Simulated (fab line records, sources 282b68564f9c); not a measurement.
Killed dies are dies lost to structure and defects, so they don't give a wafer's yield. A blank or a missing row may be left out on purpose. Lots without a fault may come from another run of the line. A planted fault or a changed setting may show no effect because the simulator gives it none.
Which tool did it? | flow rit_cmos | 7 lots, 21 wafers sampled, at 1 step of a route of 202

WHAT THE GAUGES READ, wafer by wafer
RIT_ACTIVE_BOW_MEAS_00.
lot  | measured    | on            | INCOMING_BOW (um)
L825 | day 1 15:00 | film_metro-03 | 16 3 1
L827 | day 2 01:00 | film_metro-01 | 6 -1 2
L832 | day 3 02:00 | film_metro-03 | 3 8 5
L834 | day 3 12:00 | film_metro-01 | 4 2 -3
L836 | day 3 22:04 | film_metro-01 | 2 -1 -2
L840 | day 4 18:01 | film_metro-04 | 8 -10 -3
L842 | day 5 04:02 | film_metro-03 | -8 2 19

WHICH TOOL RAN EACH LOT (tool, then ch and the chambers of the sampled wafers, then the start)
The record holds no process step before these readings.

THE ANSWER, worked out from the rows above alone
Rule: what is usual is taken from the lots themselves. Put in order of their means at a reading, lots are off if they are a third of the lots or fewer, leave a main group of 4 or more, and stand apart from it by a gap of 3 or more times the standard deviation of the main group's means; of several such gaps the widest counts. A main group whose means are all the same, to the digits that the tables above print for the reading, isn't used. A lot without any number at a reading at which 4 lots or more have one is off too. The other lots that the step has rows for count as sound.
No lot is off at any reading shown: from this, nothing can be told.

WHAT THE SIMULATOR HAD PUT IN
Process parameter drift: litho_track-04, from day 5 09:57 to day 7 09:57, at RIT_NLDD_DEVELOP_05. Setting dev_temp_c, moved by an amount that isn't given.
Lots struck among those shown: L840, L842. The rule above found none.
